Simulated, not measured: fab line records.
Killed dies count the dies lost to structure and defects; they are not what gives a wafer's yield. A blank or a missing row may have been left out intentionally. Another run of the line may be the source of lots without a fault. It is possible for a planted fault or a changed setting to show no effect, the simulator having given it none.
fab line records | flow rit-cmos
record lots=14 | wafers=42 | last-day=7
route steps=202 shown NWELL@38 PRETRO@73 NLDD@104 PLDD@124 NSD@141 CONTACT@181
lots that met no fault: taken from a fault-free run of the same line
start-h: the number of hours between the record's first day and the start of the first shown wafer of the lot | wait-h: time in hours since the lot's previous step | " identical to the entry in the row above | L1.1+2: several wafers, shown together as one row | - either no value or no given start | * or withheld: withheld | < > ~ a bound
route shown NAME@n: names a module that has steps shown in the file, with the first one's number in the route | usual: mean/standard deviation taken from wafers without a fault | same: alike in all rows | chamber/n: place in a boat | sites: the reading at each site | _std_site: the values' standard deviation | _edge_site: outer sites' mean less inner sites' | radius-mm: how far each site lies from the wafer's centre | mask NAME#n: copy n | behind: the most recent tool/chamber to have shaped the wafer | hold: cause of the lot's hold/its duration in hours/its outcome | device: whichever transistor did not switch (one of n, p or np) | end of line: the tests these same wafers got at the end of their route | a step without rows: its recipe alone | killed: dies that structure and defects cost at the first sort, which is not the same as the wafer's yield | map: dies across one wafer; x = killed, . = not, _ = none there
set.NAME: setting as actually run; set.NAME@STEP: the setting as run at that earlier step | model.NAME: the simulator's own value behind a step, which no gauge read
route steps across a sampled set of lots; one table per step, one row per wafer
services: when a tool's chamber went out of use (start-h, in hours from the record's first day, below 0 if earlier), for how many hours, and the reason
## steps
# step RIT_NWELL_TW_MEAS_10
# usual NWELL_TW=2150/15
lot.wafer | tool          | chamber | start-h | wait-h | NWELL_TW
L767.3    | film-metro-04 | -       | 25.90   | 0.1    | 2138
L767.4    | "             | -       | "       | "      | 2140
L767.6    | "             | -       | "       | "      | 2149
L768.1    | film-metro-03 | -       | 30.88   | 0.1    | 2136
L768.2    | "             | -       | "       | "      | 2153
L768.6    | "             | -       | "       | "      | 2143
L769.1    | film-metro-01 | -       | 36.33   | 0.1    | 2193
L769.3    | "             | -       | "       | "      | 2178
L769.5    | "             | -       | "       | "      | 2183
L770.2    | film-metro-03 | -       | 42.56   | 0.1    | 2146
L770.4    | "             | -       | "       | "      | 2130
L770.5    | "             | -       | "       | "      | 2138
L773.1    | film-metro-03 | -       | 56.52   | 0.1    | 2151
L773.5    | "             | -       | "       | "      | 2154
L773.6    | "             | -       | "       | "      | 2156
L774.2    | film-metro-04 | -       | 60.89   | 0.1    | 2168
L774.3    | "             | -       | "       | "      | 2165
L774.4    | "             | -       | "       | "      | 2160
L775.4    | film-metro-01 | -       | 67.05   | 0.1    | 2150
L775.5    | "             | -       | "       | "      | 2164
L775.6    | "             | -       | "       | "      | 2159
L782.2    | film-metro-03 | -       | 101.96  | 0.1    | 2149
L782.3    | "             | -       | "       | "      | 2136
L782.5    | "             | -       | "       | "      | 2135
L783.4    | film-metro-04 | -       | 107.46  | 0.1    | 2157
L783.5    | "             | -       | "       | "      | 2138
L783.6    | "             | -       | "       | "      | 2147
L784.3    | film-metro-03 | -       | 111.66  | 0.1    | 2144
L784.5    | "             | -       | "       | "      | 2145
L784.6    | "             | -       | "       | "      | 2150
L786.2    | film-metro-01 | -       | 121.00  | 0.1    | 2150
L786.3    | "             | -       | "       | "      | 2161
L786.4    | "             | -       | "       | "      | 2139
L787.1    | film-metro-03 | -       | 126.41  | 0.1    | 2127
L787.4    | "             | -       | "       | "      | 2118
L787.6    | "             | -       | "       | "      | 2134
L788.4    | film-metro-04 | -       | 131.58  | 0.1    | 2155
L788.5    | "             | -       | "       | "      | 2144
L788.6    | "             | -       | "       | "      | 2146
L789.2    | film-metro-04 | -       | 136.26  | 0.1    | 2143
L789.4    | "             | -       | "       | "      | 2143
L789.5    | "             | -       | "       | "      | 2144
# step RIT_PRETRO_STRIP_09
# recipe chemistry=O2 | time-s=180 | resist=NOVOLAK | platen-temp-c=withheld | power-w=500 | pressure-mtorr=4000 | o2-flow-sccm=4000
# usual drypump-motor-current-A=5.4/0.35 | rf-refl-power-W=7.6/1.2
lot.wafer | tool            | chamber | start-h | wait-h | drypump-motor-current-A | rf-hours-counter-h | rf-refl-power-W
L767.3    | plasma-asher-04 | 1       | 35.96   | 0.1    | 5.0                     | -                  | 5.9
L767.4    | "               | 0       | "       | "      | 5.4                     | -                  | 8.1
L767.6    | "               | 0       | "       | "      | 5.4                     | -                  | 8.2
L768.1    | plasma-asher-04 | 0       | 41.11   | 0.1    | 5.4                     | 39                 | 8.2
L768.2    | "               | 1       | "       | "      | 5.0                     | 39                 | 6.1
L768.6    | "               | 0       | "       | "      | 5.4                     | -                  | 8.5
L769.1    | plasma-asher-04 | 1       | 46.49   | 0.1    | 5.0                     | 40                 | 6.3
L769.3    | "               | 1       | "       | "      | 5.0                     | -                  | 6.1
L769.5    | "               | 1       | "       | "      | 5.0                     | -                  | 6.2
L770.2    | plasma-asher-03 | 1       | 52.77   | 0.1    | 6.0                     | 41                 | 8.5
L770.4    | "               | 0       | "       | "      | 5.5                     | -                  | 8.9
L770.5    | "               | 0       | "       | "      | 5.5                     | -                  | 8.8
L773.1    | plasma-asher-03 | 0       | 66.65   | 0.1    | 5.5                     | 43                 | 8.9
L773.5    | "               | 1       | "       | "      | 6.0                     | -                  | 8.1
L773.6    | "               | 0       | "       | "      | 5.5                     | -                  | 8.7
L774.2    | plasma-asher-04 | 1       | 70.93   | 0.1    | 5.0                     | 43                 | 6.3
L774.3    | "               | 1       | "       | "      | 5.0                     | -                  | 6.0
L774.4    | "               | 0       | "       | "      | 5.4                     | -                  | 8.4
L775.4    | plasma-asher-03 | 0       | 77.40   | 0.1    | 5.5                     | -                  | 8.7
L775.5    | "               | 1       | "       | "      | 5.9                     | -                  | 8.4
L775.6    | "               | 0       | "       | "      | 5.5                     | -                  | 8.8
L782.2    | plasma-asher-04 | 1       | 111.88  | 0.1    | 5.0                     | 47                 | 6.2
L782.3    | "               | 1       | "       | "      | 5.0                     | -                  | 6.1
L782.5    | "               | 0       | "       | "      | 5.4                     | -                  | 8.8
L783.4    | plasma-asher-04 | 0       | 117.60  | 0.1    | 5.4                     | -                  | 8.4
L783.5    | "               | 0       | "       | "      | 5.4                     | -                  | 8.7
L783.6    | "               | 1       | "       | "      | 5.0                     | -                  | 6.2
L784.3    | plasma-asher-04 | 0       | 121.97  | 0.1    | 5.4                     | -                  | 8.2
L784.5    | "               | 0       | "       | "      | 5.4                     | -                  | 8.1
L784.6    | "               | 1       | "       | "      | 5.0                     | -                  | 6.2
L786.2    | plasma-asher-03 | 1       | 131.06  | 0.1    | 6.0                     | 1                  | 8.0
L786.3    | "               | 1       | "       | "      | 6.0                     | -                  | 8.3
L786.4    | "               | 0       | "       | "      | 5.5                     | -                  | 8.6
L787.1    | plasma-asher-02 | 0       | 137.46  | 0.1    | 5.4                     | 35                 | 4.9
L787.4    | "               | 1       | "       | "      | 4.8                     | -                  | 7.7
L787.6    | "               | 0       | "       | "      | 5.5                     | -                  | 4.5
L788.4    | plasma-asher-03 | 1       | 141.70  | 0.1    | 6.0                     | -                  | 8.0
L788.5    | "               | 1       | "       | "      | 6.0                     | -                  | 8.0
L788.6    | "               | 0       | "       | "      | 5.5                     | -                  | 8.6
L789.2    | plasma-asher-03 | 1       | 146.36  | 0.1    | 6.0                     | 3                  | 7.7
L789.4    | "               | 0       | "       | "      | 5.5                     | -                  | 8.8
L789.5    | "               | 0       | "       | "      | 5.5                     | -                  | 9.3
# step RIT_NLDD_COAT_01
# recipe resist=NOVOLAK | spin-rpm=3250 | resist-thk-nm=1000
# usual chill-plate-temp-C=23.00/0.11 | dispense-pressure-kPa=49/3.4
lot.wafer | tool           | chamber | start-h | wait-h | chill-plate-temp-C | dispense-pressure-kPa
L767.3    | litho-track-01 | 0       | 45.94   | 0.1    | 22.91              | 45
L767.4    | "              | 0       | "       | "      | 22.87              | 45
L767.6    | "              | 0       | "       | "      | 23.00              | 45
L768.1    | litho-track-03 | 0       | 50.37   | 0.1    | 23.04              | 53
L768.2    | "              | 0       | "       | "      | 23.17              | 53
L768.6    | "              | 0       | "       | "      | 23.11              | 53
L769.1    | litho-track-04 | 0       | 55.59   | 0.1    | 23.10              | 47
L769.3    | "              | 0       | "       | "      | 22.94              | 47
L769.5    | "              | 0       | "       | "      | 22.92              | 47
L770.2    | litho-track-03 | 0       | 61.96   | 0.1    | 23.04              | 53
L770.4    | "              | 0       | "       | "      | 22.98              | 53
L770.5    | "              | 0       | "       | "      | 22.91              | 53
L773.1    | litho-track-01 | -       | 75.16   | 0.1    | -                  | -
L773.5    | "              | -       | "       | "      | -                  | -
L773.6    | "              | -       | "       | "      | -                  | -
L774.2    | litho-track-04 | -       | 81.28   | 0.1    | -                  | -
L774.3    | "              | -       | "       | "      | -                  | -
L774.4    | "              | -       | "       | "      | -                  | -
L775.4    | litho-track-03 | 0       | 87.03   | 0.1    | 23.07              | 53
L775.5    | "              | 0       | "       | "      | 22.96              | 53
L775.6    | "              | 0       | "       | "      | 22.98              | 53
L782.2    | litho-track-04 | 0       | 121.52  | 0.1    | 22.84              | 47
L782.3    | "              | 0       | "       | "      | 23.15              | 47
L782.5    | "              | 0       | "       | "      | 23.08              | 47
L783.4    | litho-track-04 | 0       | 126.34  | 0.1    | 23.06              | 47
L783.5    | "              | 0       | "       | "      | 22.84              | 47
L783.6    | "              | 0       | "       | "      | 22.98              | 47
L784.3    | litho-track-01 | 0       | 130.88  | 0.1    | 23.15              | 45
L784.5    | "              | 0       | "       | "      | 23.16              | 45
L784.6    | "              | 0       | "       | "      | 23.00              | 45
L786.2    | litho-track-01 | 0       | 141.15  | 0.1    | 23.06              | 45
L786.3    | "              | 0       | "       | "      | 23.02              | 45
L786.4    | "              | 0       | "       | "      | 22.97              | 45
L787.1    | litho-track-04 | 0       | 146.21  | 0.1    | 22.90              | 47
L787.4    | "              | 0       | "       | "      | 22.91              | 47
L787.6    | "              | 0       | "       | "      | 23.01              | 47
L788.4    | litho-track-04 | 0       | 150.72  | 0.1    | 22.85              | 47
L788.5    | "              | 0       | "       | "      | 22.92              | 47
L788.6    | "              | 0       | "       | "      | 22.86              | 47
L789.2    | litho-track-03 | 0       | 155.02  | 0.1    | 23.21              | 53
L789.4    | "              | 0       | "       | "      | 23.01              | 53
L789.5    | "              | 0       | "       | "      | 23.04              | 53
# step RIT_NLDD_OVL_MEAS_06
# usual NLDD_OVL=0.1/1.5
lot.wafer | tool       | chamber | start-h | wait-h | NLDD_OVL[nm]
L767.3    | overlay-01 | -       | 46.60   | -      | -1.6
L767.4    | "          | -       | "       | "      | -1.4
L767.6    | "          | -       | "       | "      | 0.7
L768.1    | overlay-02 | -       | 51.07   | -      | -0.4
L768.2    | "          | -       | "       | "      | 0.8
L768.6    | "          | -       | "       | "      | 2.3
L769.1    | overlay-01 | -       | 56.42   | -      | -1.4
L769.3    | "          | -       | "       | "      | -0.4
L769.5    | "          | -       | "       | "      | -0.9
L770.2    | overlay-01 | -       | 62.64   | -      | 0.3
L770.4    | "          | -       | "       | "      | 1.5
L770.5    | "          | -       | "       | "      | 0.7
L773.1    | overlay-01 | -       | 75.86   | -      | -
L773.5    | "          | -       | "       | "      | -
L773.6    | "          | -       | "       | "      | -
L774.2    | overlay-02 | -       | 82.06   | -      | -
L774.3    | "          | -       | "       | "      | -
L774.4    | "          | -       | "       | "      | -
L775.4    | overlay-01 | -       | 87.79   | -      | -0.8
L775.5    | "          | -       | "       | "      | -0.3
L775.6    | "          | -       | "       | "      | 0.0
L782.2    | overlay-01 | -       | 122.22  | -      | 1.4
L782.3    | "          | -       | "       | "      | 1.0
L782.5    | "          | -       | "       | "      | 3.2
L783.4    | overlay-02 | -       | 127.11  | -      | -1.7
L783.5    | "          | -       | "       | "      | -2.5
L783.6    | "          | -       | "       | "      | -3.1
L784.3    | overlay-02 | -       | 131.67  | -      | -0.9
L784.5    | "          | -       | "       | "      | -1.4
L784.6    | "          | -       | "       | "      | -0.4
L786.2    | overlay-01 | -       | 141.83  | -      | -1.4
L786.3    | "          | -       | "       | "      | -3.1
L786.4    | "          | -       | "       | "      | -0.9
L787.1    | overlay-01 | -       | 147.04  | -      | -0.5
L787.4    | "          | -       | "       | "      | -1.1
L787.6    | "          | -       | "       | "      | 0.0
L788.4    | overlay-01 | -       | 151.51  | -      | 0.3
L788.5    | "          | -       | "       | "      | -0.8
L788.6    | "          | -       | "       | "      | 0.9
L789.2    | overlay-02 | -       | 155.71  | -      | 1.2
L789.4    | "          | -       | "       | "      | 1.4
L789.5    | "          | -       | "       | "      | 1.3
# step RIT_PLDD_TW_MEAS_10
# usual PLDD_TW=2347/12
lot.wafer | tool          | chamber | start-h | wait-h | PLDD_TW
L767.3    | film-metro-04 | -       | 48.54   | 0.1    | 2351
L767.4    | "             | -       | "       | "      | 2361
L767.6    | "             | -       | "       | "      | 2359
L768.1    | film-metro-02 | -       | 53.13   | 0.1    | 2328
L768.2    | "             | -       | "       | "      | 2320
L768.6    | "             | -       | "       | "      | 2335
L769.1    | film-metro-04 | -       | 58.35   | 0.1    | 2365
L769.3    | "             | -       | "       | "      | 2364
L769.5    | "             | -       | "       | "      | 2352
L770.2    | film-metro-04 | -       | 64.78   | 0.1    | 2355
L770.4    | "             | -       | "       | "      | 2356
L770.5    | "             | -       | "       | "      | 2350
L773.1    | film-metro-02 | -       | 77.99   | 0.1    | 2875
L773.5    | "             | -       | "       | "      | 2879
L773.6    | "             | -       | "       | "      | 2881
L774.2    | film-metro-02 | -       | 83.99   | 0.1    | 2870
L774.3    | "             | -       | "       | "      | 2879
L774.4    | "             | -       | "       | "      | 2889
L775.4    | film-metro-01 | -       | 89.86   | 0.1    | 2369
L775.5    | "             | -       | "       | "      | 2361
L775.6    | "             | -       | "       | "      | 2373
L782.2    | film-metro-02 | -       | 124.28  | 0.1    | 2345
L782.3    | "             | -       | "       | "      | 2344
L782.5    | "             | -       | "       | "      | 2344
L783.4    | film-metro-01 | -       | 129.43  | 0.1    | 2340
L783.5    | "             | -       | "       | "      | 2353
L783.6    | "             | -       | "       | "      | 2343
L784.3    | film-metro-01 | -       | 133.61  | 0.1    | 2350
L784.5    | "             | -       | "       | "      | 2340
L784.6    | "             | -       | "       | "      | 2354
L786.2    | film-metro-01 | -       | 143.77  | 0.1    | 2341
L786.3    | "             | -       | "       | "      | 2353
L786.4    | "             | -       | "       | "      | 2330
L787.1    | film-metro-02 | -       | 149.09  | 0.1    | 2336
L787.4    | "             | -       | "       | "      | 2331
L787.6    | "             | -       | "       | "      | 2337
L788.4    | film-metro-01 | -       | 153.60  | 0.1    | 2362
L788.5    | "             | -       | "       | "      | 2359
L788.6    | "             | -       | "       | "      | 2342
L789.2    | film-metro-01 | -       | 157.99  | 0.1    | 2370
L789.4    | "             | -       | "       | "      | 2358
L789.5    | "             | -       | "       | "      | 2364
# step RIT_NSD_TW_MEAS_10
# usual NSD_TW=3135/17
lot.wafer | tool          | chamber | start-h | wait-h | NSD_TW
L767.3    | film-metro-01 | -       | 52.59   | 0.1    | 3150
L767.4    | "             | -       | "       | "      | 3155
L767.6    | "             | -       | "       | "      | 3160
L768.1    | film-metro-02 | -       | 57.21   | 0.1    | 3119
L768.2    | "             | -       | "       | "      | 3127
L768.6    | "             | -       | "       | "      | 3113
L769.1    | film-metro-01 | -       | 62.30   | 0.1    | 3149
L769.3    | "             | -       | "       | "      | 3147
L769.5    | "             | -       | "       | "      | 3138
L770.2    | film-metro-04 | -       | 68.84   | 0.1    | 3142
L770.4    | "             | -       | "       | "      | 3149
L770.5    | "             | -       | "       | "      | 3140
L773.1    | film-metro-01 | -       | 82.14   | 0.1    | 3349
L773.5    | "             | -       | "       | "      | 3364
L773.6    | "             | -       | "       | "      | 3380
L774.2    | film-metro-01 | -       | 88.99   | 0.1    | 3354
L774.3    | "             | -       | "       | "      | 3366
L774.4    | "             | -       | "       | "      | 3338
L775.4    | film-metro-02 | -       | 93.85   | 0.1    | 3158
L775.5    | "             | -       | "       | "      | 3142
L775.6    | "             | -       | "       | "      | 3154
L782.2    | film-metro-02 | -       | 128.34  | 0.1    | 3143
L782.3    | "             | -       | "       | "      | 3146
L782.5    | "             | -       | "       | "      | 3120
L783.4    | film-metro-04 | -       | 133.35  | 0.1    | 3118
L783.5    | "             | -       | "       | "      | 3119
L783.6    | "             | -       | "       | "      | 3126
L784.3    | film-metro-01 | -       | 138.64  | 0.1    | 3134
L784.5    | "             | -       | "       | "      | 3130
L784.6    | "             | -       | "       | "      | 3130
L786.2    | film-metro-04 | -       | 147.81  | 0.1    | 3104
L786.3    | "             | -       | "       | "      | 3103
L786.4    | "             | -       | "       | "      | 3094
L787.1    | film-metro-01 | -       | 153.02  | 0.1    | 3152
L787.4    | "             | -       | "       | "      | 3137
L787.6    | "             | -       | "       | "      | 3132
L788.4    | film-metro-02 | -       | 157.72  | 0.1    | 3119
L788.5    | "             | -       | "       | "      | 3133
L788.6    | "             | -       | "       | "      | 3123
L789.2    | film-metro-02 | -       | 162.05  | 0.1    | 3129
L789.4    | "             | -       | "       | "      | 3137
L789.5    | "             | -       | "       | "      | 3128
# step RIT_CONTACT_CD_MEAS_90
# recipe target-cd-nm=1000
# usual cd-nm=1000.3/1.9
lot.wafer | tool      | chamber | start-h | wait-h | cd-nm
L767.3    | cd-sem-02 | -       | 57.51   | 0.1    | 1001.9
L767.4    | "         | -       | "       | "      | 1000.9
L767.6    | "         | -       | "       | "      | 1002.4
L768.1    | cd-sem-01 | -       | 62.15   | 0.1    | 1001.7
L768.2    | "         | -       | "       | "      | 1002.8
L768.6    | "         | -       | "       | "      | 1000.8
L769.1    | cd-sem-02 | -       | 67.22   | 0.1    | 1000.3
L769.3    | "         | -       | "       | "      | 1000.3
L769.5    | "         | -       | "       | "      | 997.7
L770.2    | cd-sem-02 | -       | 73.63   | 0.1    | 1001.7
L770.4    | "         | -       | "       | "      | 1000.6
L770.5    | "         | -       | "       | "      | 1002.4
L773.1    | cd-sem-02 | -       | 86.81   | 0.1    | 997.6
L773.5    | "         | -       | "       | "      | 1000.2
L773.6    | "         | -       | "       | "      | 998.4
L774.2    | cd-sem-01 | -       | 94.03   | 0.1    | 999.6
L774.3    | "         | -       | "       | "      | 999.3
L774.4    | "         | -       | "       | "      | 1000.4
L775.4    | cd-sem-01 | -       | 98.90   | 0.1    | 999.3
L775.5    | "         | -       | "       | "      | 999.8
L775.6    | "         | -       | "       | "      | 1001.5
L782.2    | cd-sem-01 | -       | 133.18  | 0.1    | 999.3
L782.3    | "         | -       | "       | "      | 998.5
L782.5    | "         | -       | "       | "      | 997.7
L783.4    | cd-sem-01 | -       | 138.28  | 0.1    | 1002.7
L783.5    | "         | -       | "       | "      | 1004.3
L783.6    | "         | -       | "       | "      | 1002.8
L784.3    | cd-sem-02 | -       | 143.44  | 0.1    | 996.9
L784.5    | "         | -       | "       | "      | 998.9
L784.6    | "         | -       | "       | "      | 998.1
L786.2    | cd-sem-01 | -       | 152.61  | 0.1    | 998.6
L786.3    | "         | -       | "       | "      | 998.4
L786.4    | "         | -       | "       | "      | 999.8
L787.1    | cd-sem-01 | -       | 157.86  | 0.1    | 998.6
L787.4    | "         | -       | "       | "      | 1000.1
L787.6    | "         | -       | "       | "      | 999.9
L788.4    | cd-sem-01 | -       | 162.41  | 0.1    | 1000.1
L788.5    | "         | -       | "       | "      | 998.3
L788.6    | "         | -       | "       | "      | 1001.0
L789.2    | cd-sem-01 | -       | 166.84  | 0.1    | 997.7
L789.4    | "         | -       | "       | "      | 999.9
L789.5    | "         | -       | "       | "      | 999.2
## services
tool            | chamber | start-h | hours | kind
plasma-asher-02 | -       | 29.96   | 0.8   | repair
plasma-asher-03 | -       | 108.75  | 9.0   | pm
plasma-asher-03 | 0       | 108.75  | 9.0   | vent-cycle
plasma-asher-03 | 1       | 108.75  | 9.0   | vent-cycle
plasma-asher-03 | 0       | 117.75  | -     | clean
plasma-asher-03 | 1       | 117.75  | -     | clean
plasma-asher-03 | -       | 150.44  | 2.8   | pm
## key
first-sign step=RIT_NLDD_COAT_01 | reading=tool-record | direction=missing
effect step=RIT_NLDD_OVL_MEAS_06 | reading=NLDD_OVL | direction=missing
effect step=RIT_PLDD_TW_MEAS_10 | reading=PLDD_TW | direction=up | sigmas=45 | usual=2347 | struck=2879
effect step=RIT_NSD_TW_MEAS_10 | reading=NSD_TW | direction=up | sigmas=13 | usual=3135 | struck=3358
met-at RIT_NLDD_COAT_01
struck-lots L773,L774
sort-left-out L773.1,L773.5,L773.6,L774.2,L774.3,L774.4
tester-left-out L773,L774
not-acting-at RIT_NWELL_TW_MEAS_10,RIT_PRETRO_STRIP_09,RIT_CONTACT_CD_MEAS_90
onset-between 55.59 75.16
fault kind=skipped-step-whole | tool=litho-track-01,litho-track-04 | chamber=- | onset-h=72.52 | steps=RIT_NLDD_COAT_01 | scope=struck-lots-only
# tester-left-out: of these lots the tester's yield and bins aren't shown, on N5 and GAA mostly nor the transistor test; their killed dies are dies lost to structure and defects alone, not to doping, threshold or leakage, so they don't give the yield
# sort-left-out: the simulated sort isn't trusted on such a fault, so these wafers' sort isn't shown, and their yield isn't known
